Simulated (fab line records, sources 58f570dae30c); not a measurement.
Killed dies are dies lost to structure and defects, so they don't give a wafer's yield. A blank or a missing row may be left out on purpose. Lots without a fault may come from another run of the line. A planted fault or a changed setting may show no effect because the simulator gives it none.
Which tool did it? | flow berkeley_cmos170 | 7 lots, 21 wafers sampled, at 2 steps of a route of 331

WHAT THE GAUGES READ, wafer by wafer
UCB170_SPACER_THK_MEAS_01.
lot  | measured     | on            | SPACER_TEOS_THK (nm)
L161 | day 8 09:42  | film_metro-01 | 382 371 385
L160 | day 8 10:22  | film_metro-01 | 375 377 380
L166 | day 10 03:46 | film_metro-04 | 377 377 386
L164 | day 10 04:31 | film_metro-04 | 372 380 380
L172 | day 11 01:04 | film_metro-01 | 328 330 334 328 331 334
L176 | day 11 18:50 | film_metro-01 | 370 375 380
L177 | day 12 05:05 | film_metro-02 | 379 380 377

WHICH TOOL RAN EACH LOT (tool, then ch and the chambers of the sampled wafers, then the start)
lot  | UCB170_SPACER_CVD_00
L161 | pecvd-04 ch 0,2, day 8 09:40
L160 | pecvd-02 ch 0,2, day 8 10:19
L166 | pecvd-01 ch 0,1, day 10 03:41
L164 | pecvd-02 ch 0,1,2, day 10 04:28
L172 | pecvd-01 ch 1,2, day 11 01:02
L176 | pecvd-02 ch 0,1, day 11 18:46
L177 | pecvd-04 ch 0,1,2, day 12 05:02
- UCB170_SPACER_CVD_00: deposits SiO2 from TEOS/O2, target thk 376 nm, time 47 s.

THE ANSWER, worked out from the rows above alone
Rule: what is usual is taken from the lots themselves. Put in order of their means at a reading, lots are off if they are a third of the lots or fewer, leave a main group of 4 or more, and stand apart from it by a gap of 3 or more times the standard deviation of the main group's means; of several such gaps the widest counts. A main group whose means are all the same, to the digits that the tables above print for the reading, isn't used. A lot without any number at a reading at which 4 lots or more have one is off too. The other lots that the step has rows for count as sound.
Off: L172, at UCB170_SPACER_THK_MEAS_01 (SPACER_TEOS_THK). The main group: mean 378 nm, standard deviation 1.6.
A tool fits if, at a process step before that reading, it ran every lot that is off, and no sound lot after the first of them. The gauges at UCB170_SPACER_THK_MEAS_01 are tried like those tools. One fits: pecvd-01 at UCB170_SPACER_CVD_00. Its last sound lot is L166 (day 10 03:41), its first lot that is off L172 (day 11 01:02): a fault that began between those two fits.

WHAT THE SIMULATOR HAD PUT IN
Process parameter drift: pecvd-01, from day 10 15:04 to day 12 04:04, at UCB170_SPACER_CVD_00. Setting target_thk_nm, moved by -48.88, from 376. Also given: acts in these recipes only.
Lots struck among those shown: L172. The rule above found the same.
